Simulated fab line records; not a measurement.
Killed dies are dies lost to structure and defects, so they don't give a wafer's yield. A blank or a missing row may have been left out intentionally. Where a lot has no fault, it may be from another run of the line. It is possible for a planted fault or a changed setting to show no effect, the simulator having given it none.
Which tool did it?	flow berkeley-cmos170	14 lots, 42 wafers sampled, at 4 steps of a route of 331

## WHAT THE GAUGES READ, wafer by wafer
UCB170_PVT_TW_MEAS_09.
lot	measured	on	PVT_TW
L969	day 6 10:06	film-metro-04	504.7 506.9 507.9
L970	day 6 21:01	film-metro-03	511.9 512.2 511.6
L971	day 6 21:32	film-metro-04	506.7 509.0 506.4
L972	day 7 14:47	film-metro-03	513.4 512.7 513.6
L973	day 7 14:31	film-metro-03	514.4 513.8 513.2
L975	day 7 20:41	film-metro-04	512.1 505.6 508.1
L977	day 8 03:40	film-metro-04	508.2 509.6 507.6
L983	day 8 23:11	film-metro-04	506.7 507.3 509.8
L981	day 8 23:05	film-metro-04	507.6 514.0 511.6
L985	day 9 19:43	film-metro-03	516.6 512.5 518.0
L987	day 10 09:30	film-metro-01	514.6 512.8 514.1
L989	day 10 21:49	film-metro-04	511.2 510.2 509.2
L991	day 11 02:34	film-metro-04	510.6 512.7 512.0
L992	day 11 19:32	film-metro-03	511.6 510.1 512.1

UCB170_GATE_THK_MEAS_02.
lot	measured	on	GATE_OXIDE_THK (nm)
L969	day 6 15:20	film-metro-04	6.60 6.71 6.68
L970	day 7 03:49	film-metro-04	6.58 6.68 6.63
L971	day 7 03:49	film-metro-02	6.70 6.60 6.57
L972	day 7 20:05	film-metro-03	6.54 6.59 6.50
L973	day 7 20:05	film-metro-02	6.63 6.66 6.72
L975	day 8 03:34	film-metro-03	6.64 6.49 6.69
L977	day 8 09:54	film-metro-04	6.53 6.36 6.37
L983	day 9 08:08	film-metro-03	6.78 6.68 6.74
L981	day 9 08:08	film-metro-04	6.77 6.68 6.74
L985	day 10 02:02	film-metro-02	6.41 6.32 6.47
L987	day 10 16:46	film-metro-04	6.65 6.73 6.73
L989	day 11 04:32	film-metro-02	6.79 6.61 6.72
L991	day 11 04:32	film-metro-03	6.69 6.64 6.68
L992	day 12 00:31	film-metro-02	6.62 6.61 6.58

## WHICH TOOL RAN EACH LOT (tool, then ch and the chambers of the sampled wafers, then the start)
lot	UCB170_PFIELD_STRIP_08	UCB170_PVT_IMPLANT_07
L969	plasma-asher-02 ch 0,1, day 4 23:42	implanter-01 ch 0, day 6 09:51
L970	plasma-asher-03 ch 0,1, day 5 07:10	implanter-01 ch 0, day 6 20:46
L971	plasma-asher-02 ch 0,1, day 5 07:58	implanter-03 ch 0, day 6 21:18
L972	plasma-asher-02 ch 0, day 6 00:35	implanter-03 ch 0, day 7 14:34
L973	plasma-asher-01 ch 0,1, day 6 01:02	implanter-01 ch 0, day 7 14:16
L975	plasma-asher-02 ch 0,1, day 6 07:28	implanter-04 ch 0, day 7 20:26
L977	plasma-asher-02 ch 0,1, day 6 14:04	implanter-03 ch 0, day 8 03:25
L983	plasma-asher-02 ch 0,1, day 7 09:39	implanter-03 ch 0, day 8 22:57
L981	plasma-asher-03 ch 0,1, day 7 09:52	implanter-04 ch 0, day 8 22:51
L985	plasma-asher-01 ch 0,1, day 8 01:37	implanter-04 ch 0, day 9 19:29
L987	plasma-asher-03 ch 0,1, day 8 10:17	implanter-01 ch 0, day 10 09:15
L989	plasma-asher-02 ch 0,1, day 9 02:06	implanter-03 ch 0, day 10 21:35
L991	plasma-asher-03 ch 0,1, day 9 14:54	implanter-03 ch 0, day 11 02:19
L992	plasma-asher-03 ch 0,1, day 9 22:35	implanter-01 ch 0, day 11 19:19
- UCB170_PFIELD_STRIP_08: strips in O2.
- UCB170_PVT_IMPLANT_07

## WHAT THE TOOLS THEMSELVES READ (means of the sampled wafers that have a number; where no wafer has one, the mark that the record gives instead)
UCB170_PFIELD_STRIP_08.
lot	tool	drypump-motor-current-A (A)	oes-product-au (a.u.)	strip-time-to-endpoint-s (s)
L969	plasma-asher-02	6.01	0.734	21.69
L970	plasma-asher-03	5.87	0.731	21.59
L971	plasma-asher-02	5.86	0.734	21.73
L972	plasma-asher-02	6.21	0.735	21.61
L973	plasma-asher-01	5.70	0.735	21.59
L975	plasma-asher-02	6.02	0.733	21.62
L977	plasma-asher-02	5.84	0.738	21.67
L983	plasma-asher-02	5.84	0.737	21.64
L981	plasma-asher-03	5.82	0.735	21.61
L985	plasma-asher-01	5.96	0.736	21.64
L987	plasma-asher-03	5.81	0.736	21.73
L989	plasma-asher-02	5.85	0.733	21.51
L991	plasma-asher-03	5.87	0.734	21.52
L992	plasma-asher-03	5.86	0.734	21.58

UCB170_PVT_IMPLANT_07.
lot	tool	beam-on-s (s)	dose-ions-cm2	faraday-current-uA	tilt-deg (degrees)
L969	implanter-01	10.17	1.9956e+12	6.25	7.008
L970	implanter-01	9.99	1.9991e+12	6.35	6.987
L971	implanter-03	10.09	1.9984e+12	6.28	7.012
L972	implanter-03	9.90	1.9969e+12	6.40	7.001
L973	implanter-01	9.86	1.9983e+12	6.44	6.961
L975	implanter-04	10.12	1.9983e+12	6.29	6.999
L977	implanter-03	9.80	1.9994e+12	6.46	6.999
L983	implanter-03	9.82	2.0044e+12	6.44	7.000
L981	implanter-04	10.14	2.0266e+12	6.36	7.023
L985	implanter-04	9.89	2.0227e+12	6.52	7.000
L987	implanter-01	9.92	2.0002e+12	6.41	7.020
L989	implanter-03	9.94	2.0021e+12	6.39	7.006
L991	implanter-03	9.91	1.9983e+12	6.40	6.980
L992	implanter-01	9.89	1.9989e+12	6.40	6.997

## THE ANSWER, worked out from the rows above alone
Rule: what is usual is taken from the lots themselves. Put in order of their means at a reading, lots are off if they are a third of the lots or fewer, leave a main group of 4 or more, and stand apart from it by a gap of 3 or more times the standard deviation of the main group's means; of several such gaps the widest counts. Not used: any main group whose means are identical at the precision the tables above print for the reading. Also off: a lot with no number at a reading for which 4 or more lots have one. Where the step has rows for the other lots, those lots are counted as sound. Order of review: gauges by route order, followed by the tools' own readings, for which a lot's mean as printed above is used. At the first step where some lot is off, the reading lying furthest off is the one used; lots without a number count as furthest.
Off: L981, L985 (UCB170_PVT_IMPLANT_07, dose-ions-cm2). Mean 1.9992e+12 and standard deviation 2.2e+09 in the main group.
If a tool, at that step or one of the process steps before it, ran each lot that is off and ran no sound lot following the first of them, it fits. One fits: implanter-04 at UCB170_PVT_IMPLANT_07. Its last sound lot is L975 (day 7 20:26), its first lot that is off L981 (day 8 22:51): a fault that began between those two fits.
The tool's own readings at UCB170_PVT_IMPLANT_07 bear it out: on the lots that are off they differ by more than 5 times the standard deviation of the sound lots' means. dose-ions-cm2 reads 2.0246e+12 there against 1.9992e+12 on the sound lots.

## WHAT THE SIMULATOR PUT IN
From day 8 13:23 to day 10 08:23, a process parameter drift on implanter-04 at UCB170_PVT_IMPLANT_07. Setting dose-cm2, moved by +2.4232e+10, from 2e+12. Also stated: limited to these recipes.
Lots struck among those shown: L981, L985. The rule above found the same.
